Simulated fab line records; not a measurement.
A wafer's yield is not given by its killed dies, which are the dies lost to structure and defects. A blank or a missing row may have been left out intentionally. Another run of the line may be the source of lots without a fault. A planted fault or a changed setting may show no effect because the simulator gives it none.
Split-lot experiment / flow berkeleyCmos170 / route with 331 steps; 5 lots, 23 wafers read

## THE SPLIT ITSELF
At UCB170_START_OXIDATION_02 (target thk 20 nm, ox time 1800 s), the setting tempC was moved away from the recipe's 950 C on 10 of the 23 wafers read, by -2.7% to +0.9%. All remaining wafers had this setting at the recipe value.

Between the split and the reading, the file records no step.

## THE READING
START_OXIDE_THK at UCB170_START_THK_MEAS_03, in nm. Typical for fault-free wafers on this fab line: 19.9 nm, with standard deviation 0.4 nm.

wafer=L074.1; tool, chamber at the split=-, -; tempC as run, C=924.7; against the recipe=-2.7%; START_OXIDE_THK, nm=14.8; against lot-mates on the recipe=no lot-mate on the recipe
wafer=L074.2; tool, chamber at the split=-, -; tempC as run, C=924.7; against the recipe=-2.7%; START_OXIDE_THK, nm=14.9; against lot-mates on the recipe=no lot-mate on the recipe
wafer=L074.4; tool, chamber at the split=-, -; tempC as run, C=924.7; against the recipe=-2.7%; START_OXIDE_THK, nm=15.1; against lot-mates on the recipe=no lot-mate on the recipe
wafer=L074.5; tool, chamber at the split=-, -; tempC as run, C=924.7; against the recipe=-2.7%; START_OXIDE_THK, nm=14.9; against lot-mates on the recipe=no lot-mate on the recipe
wafer=L074.6; tool, chamber at the split=-, -; tempC as run, C=924.7; against the recipe=-2.7%; START_OXIDE_THK, nm=15.1; against lot-mates on the recipe=no lot-mate on the recipe
wafer=L076.1; tool, chamber at the split=-, -; tempC as run, C=958.5; against the recipe=+0.9%; START_OXIDE_THK, nm=22.3; against lot-mates on the recipe=no lot-mate on the recipe
wafer=L076.2; tool, chamber at the split=-, -; tempC as run, C=958.5; against the recipe=+0.9%; START_OXIDE_THK, nm=22.1; against lot-mates on the recipe=no lot-mate on the recipe
wafer=L076.3; tool, chamber at the split=-, -; tempC as run, C=958.5; against the recipe=+0.9%; START_OXIDE_THK, nm=22.5; against lot-mates on the recipe=no lot-mate on the recipe
wafer=L076.5; tool, chamber at the split=-, -; tempC as run, C=958.5; against the recipe=+0.9%; START_OXIDE_THK, nm=22.5; against lot-mates on the recipe=no lot-mate on the recipe
wafer=L076.6; tool, chamber at the split=-, -; tempC as run, C=958.5; against the recipe=+0.9%; START_OXIDE_THK, nm=22.4; against lot-mates on the recipe=no lot-mate on the recipe
wafer=L083.1; tool, chamber at the split=-, -; tempC as run, C=950; against the recipe=recipe; START_OXIDE_THK, nm=19.4; against lot-mates on the recipe=-
wafer=L083.2; tool, chamber at the split=-, -; tempC as run, C=950; against the recipe=recipe; START_OXIDE_THK, nm=19.3; against lot-mates on the recipe=-
wafer=L083.3; tool, chamber at the split=-, -; tempC as run, C=950; against the recipe=recipe; START_OXIDE_THK, nm=19.6; against lot-mates on the recipe=-
wafer=L083.5; tool, chamber at the split=-, -; tempC as run, C=950; against the recipe=recipe; START_OXIDE_THK, nm=19.8; against lot-mates on the recipe=-
wafer=L083.6; tool, chamber at the split=-, -; tempC as run, C=950; against the recipe=recipe; START_OXIDE_THK, nm=19.4; against lot-mates on the recipe=-
wafer=L084.1; tool, chamber at the split=-, -; tempC as run, C=950; against the recipe=recipe; START_OXIDE_THK, nm=20.2; against lot-mates on the recipe=-
wafer=L084.2; tool, chamber at the split=-, -; tempC as run, C=950; against the recipe=recipe; START_OXIDE_THK, nm=19.7; against lot-mates on the recipe=-
wafer=L084.3; tool, chamber at the split=-, -; tempC as run, C=950; against the recipe=recipe; START_OXIDE_THK, nm=19.7; against lot-mates on the recipe=-
wafer=L084.4; tool, chamber at the split=-, -; tempC as run, C=950; against the recipe=recipe; START_OXIDE_THK, nm=20.1; against lot-mates on the recipe=-
wafer=L084.5; tool, chamber at the split=-, -; tempC as run, C=950; against the recipe=recipe; START_OXIDE_THK, nm=19.6; against lot-mates on the recipe=-
wafer=L085.1; tool, chamber at the split=furnace-01, 0; tempC as run, C=950; against the recipe=recipe; START_OXIDE_THK, nm=19.4; against lot-mates on the recipe=-
wafer=L085.2; tool, chamber at the split=furnace-01, 0; tempC as run, C=950; against the recipe=recipe; START_OXIDE_THK, nm=19.5; against lot-mates on the recipe=-
wafer=L085.4; tool, chamber at the split=furnace-01, 0; tempC as run, C=950; against the recipe=recipe; START_OXIDE_THK, nm=19.3; against lot-mates on the recipe=-

THE FIT
A straight line over all 23 wafers: START_OXIDE_THK changes by +1.96 nm for each +1% of tempC; r = +0.98; the points scatter about the line by 0.49 nm.
Too few moved wafers have a lot-mate on the recipe to fit a line with each lot's own level taken away.

## THE WHOLE CHAIN: every reading that the file lists as answering this split, in the file's order
step=UCB170_START_OXIDATION_02; what it does=target thk 20 nm, ox time 1800 s; reading=SiO2_of_START_OXIDATION_02.thkNm (the simulator's own value, which no gauge read); change (the file's fit)=+1.96 nm for each +1% of the setting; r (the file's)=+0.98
step=UCB170_START_THK_MEAS_03; what it does=; reading=START_OXIDE_THK; change (the file's fit)=+1.96 for each +1% of the setting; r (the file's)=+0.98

## THE FILE'S OWN FIT
START_OXIDE_THK changes by +1.96 nm for each +1% of tempC, r = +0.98.
